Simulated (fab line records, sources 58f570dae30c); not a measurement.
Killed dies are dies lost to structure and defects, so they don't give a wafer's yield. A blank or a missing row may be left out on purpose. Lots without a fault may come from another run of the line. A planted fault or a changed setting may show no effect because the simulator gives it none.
Split-lot experiment | flow berkeley_cmos170 | 5 lots, 23 wafers read, on a route of 331 steps

THE SPLIT
At UCB170_M1_COAT_04 (resist thk 900 nm), the setting resist_thk_nm was moved away from the recipe's 900 nm on 8 of the 23 wafers read, by -4.8% to +4.2%. The other wafers ran this setting at the recipe's value.

FROM THE SPLIT TO THE READING: what the file shows between them, 3 steps
- UCB170_M1_SOFTBAKE_05: time 60 s
- UCB170_M1_EXPOSE_06: exposes mask METAL1, target cd 700 nm
- UCB170_M1_ETCH_11: etches BARC in N2/H2

THE READING
KrF_of_M1_COAT_04.thk_nm (the simulator's own value, which no gauge read), in nm, at UCB170_M1_METAL_ETCH_12 (etches Al in Cl2/BCl3, stops on PSG, target depth 780 nm, time 130 s). The file gives no usual value for it. The 15 wafers here that ran the recipe average 435.1 nm, standard deviation 9.6 nm.

wafer  | tool, chamber at the split | resist_thk_nm as run, nm | against the recipe | KrF_of_M1_COAT_04.thk_nm, nm | against lot-mates on the recipe
L075.1 | litho_track-04, 0          | 900                      | recipe             | 438.2                        | -
L075.3 | litho_track-04, 0          | 900                      | recipe             | 437.8                        | -
L075.4 | litho_track-04, 0          | 900                      | recipe             | 438                          | -
L075.5 | litho_track-04, 0          | 900                      | recipe             | 439                          | -
L075.6 | litho_track-04, 0          | 900                      | recipe             | 441.2                        | -
L074.1 | litho_track-04, 0          | 900                      | recipe             | 440.3                        | -
L074.3 | litho_track-04, 0          | 900                      | recipe             | 442.7                        | -
L074.4 | litho_track-04, 0          | 900                      | recipe             | 424.7                        | -
L074.5 | litho_track-04, 0          | 856.4                    | -4.8%              | 381.2                        | -54.7
L074.6 | litho_track-04, 0          | 856.4                    | -4.8%              | 404.1                        | -31.8
L076.2 | litho_track-01, 0          | 900                      | recipe             | 449.4                        | -
L076.5 | litho_track-01, 0          | 900                      | recipe             | 445.5                        | -
L076.6 | litho_track-01, 0          | 900                      | recipe             | 435.9                        | -
L079.1 | litho_track-03, 0          | 937.8                    | +4.2%              | 470.3                        | +38.9
L079.2 | litho_track-03, 0          | 900                      | recipe             | 431.9                        | -
L079.3 | litho_track-03, 0          | 937.8                    | +4.2%              | 473.3                        | +41.9
L079.5 | litho_track-03, 0          | 937.8                    | +4.2%              | 469.8                        | +38.4
L079.6 | litho_track-03, 0          | 900                      | recipe             | 431                          | -
L080.1 | litho_track-04, 0          | 914.4                    | +1.6%              | 446.7                        | +31.4
L080.2 | litho_track-04, 0          | 900                      | recipe             | 415                          | -
L080.3 | litho_track-04, 0          | 914.4                    | +1.6%              | 453.5                        | +38.2
L080.5 | litho_track-04, 0          | 900                      | recipe             | 415.6                        | -
L080.6 | litho_track-04, 0          | 914.4                    | +1.6%              | 454.7                        | +39.4

THE FIT
A straight line over all 23 wafers: KrF_of_M1_COAT_04.thk_nm changes by +8.77 nm for each +1% of resist_thk_nm; r = +0.91; the points scatter about the line by 9.1 nm.
The same after taking each lot's own level away (the mean of its wafers on the recipe; 23 wafers): +9.97 nm for each +1%; r = +0.93; scatter 9.1 nm.
On that fit, the largest move of resist_thk_nm shifts the reading by 48 nm.
The lots' own levels span 415.30 to 443.60 nm, that is 2.9 times the standard deviation above.
So the lot-to-lot level changes the slope: the two fits differ.
Check: with one of the wafers moved furthest among these (-4.8%) left out of the fit, the line predicts -41.5 nm for it against its lot-mates. It came out at -54.7 nm against them.

OTHER SPLITS ON THESE WAFERS
These wafers also went through other splits before the reading. Each is held against what the fit with the lots' levels taken away leaves over:
other split on the same wafers  | wafers away from the commonest value | r with KrF_of_M1_COAT_04.thk_nm (lot level and that fit taken away)
UCB170_GATE_CVD_04 time_s       | 10                                   | -0.16
UCB170_GATE_ETCH_15 time_s      | 10                                   | +0.15
UCB170_PLDD_IMPLANT_09 dose_cm2 | 6                                    | +0.01
UCB170_SPACER_CVD_00 time_s     | 4                                    | -0.34
UCB170_PSD_PEB_04 peb_temp_c    | 6                                    | +0.15
UCB170_SDANNEAL_RTA_00 time_s   | 4                                    | +0.63
UCB170_CONTACT_COAT_10 spin_rpm | 8                                    | +0.01
UCB170_CONTACT_ETCH_18 rf_w     | 8                                    | +0.22

THE WHOLE CHAIN: every reading that the file lists as answering this split, in the file's order
step                    | what it does                                                         | reading                                                                   | change (the file's fit)              | r (the file's)
UCB170_M1_COAT_04       | resist thk 900 nm                                                    | KrF_of_M1_COAT_04.thk_nm (the simulator's own value, which no gauge read) | +8.97 nm for each +1% of the setting | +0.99
UCB170_M1_METAL_ETCH_12 | etches Al in Cl2/BCl3, stops on PSG, target depth 780 nm, time 130 s | KrF_of_M1_COAT_04.thk_nm (the simulator's own value, which no gauge read) | +9.95 nm for each +1% of the setting | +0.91

THE FILE'S OWN FIT
KrF_of_M1_COAT_04.thk_nm changes by +9.95 nm for each +1% of resist_thk_nm, r = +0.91.
